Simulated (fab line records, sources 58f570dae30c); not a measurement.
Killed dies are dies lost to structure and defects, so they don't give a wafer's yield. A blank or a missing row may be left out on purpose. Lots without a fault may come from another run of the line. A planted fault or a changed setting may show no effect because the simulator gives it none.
fab line records | flow berkeley_cmos170
record lots=7 wafers=21 last_day=12
route steps=331 shown GATE@125 FIELD@126
lots that met no fault: from a run of the same line without faults
start_h: hours from the record's first day to the start of the lot's first wafer shown | wait_h: hours since the lot's step before | " the same as in the row above | L1.1+2: a row that stands for several wafers | - no value, or no start given | * or withheld: withheld | < > ~ a bound
route shown NAME@n: a module of which the file shows steps, and the number in the route of the first | usual: mean/standard deviation of fault-free wafers | same: alike in all rows | chamber/n: place in a boat | sites: the reading at each site | _std_site: their standard deviation | _edge_site: outer sites' mean less inner sites' | radius_mm: how far each site lies from the wafer's centre | mask NAME#n: copy n | behind: the tool/chamber that last shaped the wafer | hold: why the lot was held/for how many hours/how that ended | device: the transistor (n, p or np) that didn't switch | end of line: the same wafers' tests at the end of the route | a step without rows: its recipe alone | killed: dies lost to structure and defects at the first sort, not the wafer's yield | map: a wafer's dies, x killed, . not, _ none there
set.NAME: the setting as run; set.NAME@STEP: as run at that earlier step | model.NAME: the simulator's own value behind a step, which no gauge read
lots at some steps of the route; a table a step, a row a wafer
services: from which hour (start_h, from the record's first day; less than 0 if before it) a tool's chamber was out of use, for how many hours, and why
## steps
# step UCB170_GATE_WET_ETCH_00
# recipe chemistry=dHF dilution=25:1 target=SiO2 temp_c=25 time_s=200
# step UCB170_FIELD_THK_MEAS_91
# recipe reads=SiO2_of_FIELD_OXIDATION_01
# usual FIELD_OXIDE_LEFT_2_THK=380/12
# columns lot.wafer tool chamber start_h wait_h FIELD_OXIDE_LEFT_2_THK[nm]
L950.3 film_metro-01 - 113.66 0.0 372
L950.5 " - " " 372
L950.6 " - " " 370
L953.1 film_metro-01 - 141.36 0.0 383
L953.2 " - " " 368
L953.6 " - " " 379
L958.3 film_metro-04 - 161.27 0.0 386
L958.4 " - " " 387
L958.5 " - " " 383
L968.3 film_metro-03 - 209.72 0.0 377
L968.4 " - " " 376
L968.6 " - " " 382
L969.1 film_metro-04 - 213.75 0.0 380
L969.2 " - " " 376
L969.3 " - " " 376
L972.1 film_metro-01 - 221.23 0.0 386
L972.3 " - " " 393
L972.4 " - " " 385
L970.2 film_metro-01 - 221.50 0.0 385
L970.4 " - " " 387
L970.6 " - " " 378
# step UCB170_GATE_OXIDATION_01
# recipe temp_c=850 ambient=O2 target_thk_a=66 ox_time_s=1800
# step UCB170_GATE_THK_MEAS_02
# recipe reads=SiO2_of_GATE_OXIDATION_01
# usual GATE_OXIDE_THK=6.62/0.11
# columns lot.wafer tool chamber start_h wait_h GATE_OXIDE_THK[nm]
L950.3 film_metro-02 - 118.44 0.1 6.81
L950.5 " - " " 6.66
L950.6 " - " " 6.60
L953.1 film_metro-01 - 145.56 0.0 6.59
L953.2 " - " " 6.62
L953.6 " - " " 6.65
L958.3 film_metro-01 - 165.34 0.0 6.61
L958.4 " - " " 6.69
L958.5 " - " " 6.68
L968.3 film_metro-02 - 212.53 0.0 6.59
L968.4 " - " " 6.61
L968.6 " - " " 6.65
L969.1 film_metro-02 - 219.38 0.0 6.52
L969.2 " - " " 6.45
L969.3 " - " " 6.60
L972.1 film_metro-03 - 226.20 0.0 6.70
L972.3 " - " " 6.56
L972.4 " - " " 6.60
L970.2 film_metro-02 - 226.21 0.0 6.34
L970.4 " - " " 6.50
L970.6 " - " " 6.44
# step UCB170_GATE_ANNEAL_03
# recipe temp_c=900 time_s=1800 ambient=N2
# step UCB170_GATE_CVD_04
# recipe material=poly-Si temp_c=610 precursor=SiH4 time_s=1440 pressure_mtorr=375 target_thk_nm=214 sih4_flow_sccm=120
# step UCB170_GATE_THK_MEAS_05
# recipe reads=poly-Si_of_GATE_CVD_04
# usual GATE_POLY_THK=214.1/1.9
# columns lot.wafer tool chamber start_h wait_h GATE_POLY_THK[nm]
L950.3 film_metro-02 - 126.39 0.0 212.3
L950.5 " - " " 213.6
L950.6 " - " " 212.5
L953.1 film_metro-02 - 152.39 0.0 214.4
L953.2 " - " " 216.6
L953.6 " - " " 213.6
L958.3 film_metro-02 - 170.09 0.0 215.8
L958.4 " - " " 216.7
L958.5 " - " " 215.6
L968.3 film_metro-02 - 222.66 0.0 210.7
L968.4 " - " " 210.3
L968.6 " - " " 210.7
L969.1 film_metro-03 - 227.89 0.0 215.4
L969.2 " - " " 215.1
L969.3 " - " " 215.1
L972.1 film_metro-01 - 234.26 0.0 213.7
L972.3 " - " " 214.2
L972.4 " - " " 213.0
L970.2 film_metro-03 - 234.27 0.0 213.6
L970.4 " - " " 212.5
L970.6 " - " " 214.8
# step UCB170_GATE_COAT_06
# recipe resist=BARC temp_c=withheld time_s=withheld spin_rpm=3000 resist_thk_nm=withheld
# step UCB170_GATE_COAT_07
# recipe resist=KrF spin_rpm=1500 resist_thk_nm=900
# step UCB170_GATE_SOFTBAKE_08
# recipe resist=KrF temp_c=130 time_s=60
# step UCB170_GATE_EXPOSE_09
# recipe mask_id=POLY target_cd_nm=350 na=0.5 sigma_outer=0.6 source_shape=conventional dose_mj=21
# step UCB170_GATE_PEB_10
# recipe peb_temp_c=130 peb_time_s=withheld resist=KrF
# step UCB170_GATE_DEVELOP_11
# recipe developer=TMAH develop_time_s=45 resist=KrF dev_temp_c=21
# usual chill_plate_temp_C=22.98/0.098 develop_time_s=45/0 exhaust_pa=45.0/0.81
# columns lot.wafer tool chamber start_h wait_h chill_plate_temp_C develop_time_s exhaust_pa model.KrF_of_GATE_COAT_07.thk_nm
L950.3 litho_track-02 0 127 - 23.06 45 44.5 887
L950.5 " 0 " " 23.06 45 45.0 884.9
L950.6 " 0 " " 22.98 45 42.0 884.1
L953.1 litho_track-03 0 153 - 22.97 45 45.1 880.1
L953.2 " 0 " " 22.91 45 45.0 883.5
L953.6 " 0 " " 22.95 45 44.0 882.8
L958.3 litho_track-02 0 171 - 23.03 45 45.5 887.5
L958.4 " 0 " " 23.02 45 45.0 886.3
L958.5 " 0 " " 23.01 45 46.6 886.8
L968.3 litho_track-01 - 223 - - - - 902.4
L968.4 " - " " - - - 899.1
L968.6 " - " " - - - 899.2
L969.1 litho_track-01 - 228 - - - - 898.9
L969.2 " - " " - - - 896.4
L969.3 " - " " - - - 897.5
L970.2 litho_track-03 - 235 - - - - 901.6
L970.4 " - " " - - - 899.4
L970.6 " - " " - - - 899.1
L972.1 litho_track-02 0 236 - 23.01 45 44.2 886.2
L972.3 " 0 " " 22.91 45 45.4 888.1
L972.4 " 0 " " 22.97 45 44.7 886.9
# step UCB170_GATE_CD_MEAS_12
# recipe target_cd_nm=350
# usual cd_nm=350.1/1.4
# columns lot.wafer tool chamber start_h wait_h cd_nm
L950.3 cd_sem-02 - 127.48 - 349.3
L950.5 " - " " 348.8
L950.6 " - " " 347.1
L953.1 cd_sem-01 - 153.42 - 350.0
L953.2 " - " " 350.5
L953.6 " - " " 351.3
L958.3 cd_sem-01 - 171.14 - 349.7
L958.4 " - " " 349.3
L958.5 " - " " 348.8
L968.3 cd_sem-01 - 223.82 - -
L968.4 " - " " -
L968.6 " - " " -
L969.1 cd_sem-01 - 228.85 - -
L969.2 " - " " -
L969.3 " - " " -
L970.2 cd_sem-02 - 236.03 - -
L970.4 " - " " -
L970.6 " - " " -
L972.1 cd_sem-01 - 236.35 - 349.5
L972.3 " - " " 348.1
L972.4 " - " " 348.2
## services
# columns tool chamber start_h hours kind
litho_track-02 - 122.38 - consumable_replace:filter
## key
first_sign step=UCB170_GATE_DEVELOP_11 reading=tool_record direction=missing
effect none on later readings
model_effect step=UCB170_GATE_DEVELOP_11 value=KrF_of_GATE_COAT_07.thk_nm without=885.1 struck=899.3
met_at UCB170_GATE_DEVELOP_11
struck_wafers L968.3,L968.4,L968.6,L969.1,L969.2,L969.3,L970.2,L970.4,L970.6
later_rows_left_out L968.3,L968.4,L968.6,L969.1,L969.2,L969.3,L970.2,L970.4,L970.6
sort_left_out L968.3,L968.4,L968.6,L969.1,L969.2,L969.3,L970.2,L970.4,L970.6
tester_left_out L968,L969,L970
fault kind=skipped_step_whole tool=litho_track-01,litho_track-03 chamber=- onset_h=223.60 steps=UCB170_GATE_DEVELOP_11 scope=struck_lots_only
# tester_left_out: of these lots the tester's yield and bins aren't shown, on N5 and GAA mostly nor the transistor test; their killed dies are dies lost to structure and defects alone, not to doping, threshold or leakage, so they don't give the yield
# sort_left_out: the simulated sort isn't trusted on such a fault, so these wafers' sort isn't shown, and their yield isn't known
# later_rows_left_out: the simulator's readings of these wafers behind a module that went badly wrong aren't trusted and aren't shown, but for the sort
